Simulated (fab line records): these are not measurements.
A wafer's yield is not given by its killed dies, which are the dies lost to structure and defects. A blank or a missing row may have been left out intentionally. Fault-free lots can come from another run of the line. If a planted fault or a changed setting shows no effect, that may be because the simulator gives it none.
Matching of chambers | flow berkeleyCmos170 | wetBench-02 running UCB170_SCREENOX_WET_ETCH_00: 3 sister chambers
The step etches SiO2 in dHF, time 200 s. 6 wafers are shown with their chamber, then 5 later ones without.

## WAFERS PAIRED WITH THEIR CHAMBERS
wafer  | chamber | runLengthS (s)
L156.5 | 3       | 226.2
L156.6 | 3       | 226.2
L157.5 | 2       | 225.6
L157.6 | 2       | 225.6
L159.4 | 0       | 226.4
L160.2 | 0       | 225.5

## WAFERS MISSING THEIR CHAMBER
wafer  | runLengthS (s)
L160.4 | 225.5
L160.6 | 225.5
L162.1 | 225.5
L162.2 | 225.5
L162.5 | 225.5

## EACH ONE'S CHAMBER
wafer  | from the rows above          | in truth
L160.4 | can't be placed: 2 or 0 or 3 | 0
L160.6 | can't be placed: 2 or 0 or 3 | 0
L162.1 | can't be placed: 2 or 0 or 3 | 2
L162.2 | can't be placed: 2 or 0 or 3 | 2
L162.5 | can't be placed: 2 or 0 or 3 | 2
Placed correctly: 0 of 5. Not placeable from these rows: 5 (in 5, the candidates include the true chamber). Placed wrongly: 0.
How it was worked out, from the rows above alone: a wafer's distance from a chamber is the root of the sum, over the readings, of the square of ((its reading less the chamber's mean) divided by the reading's scatter). The wafer belongs to the nearest chamber; if the next one is less than 2 further off, it can't be placed. A chamber's mean is the mean of its shown wafers. The scatter: the root of (the sum of the squares of (reading less its chamber's mean) over the shown wafers, divided by (wafers less chambers)).
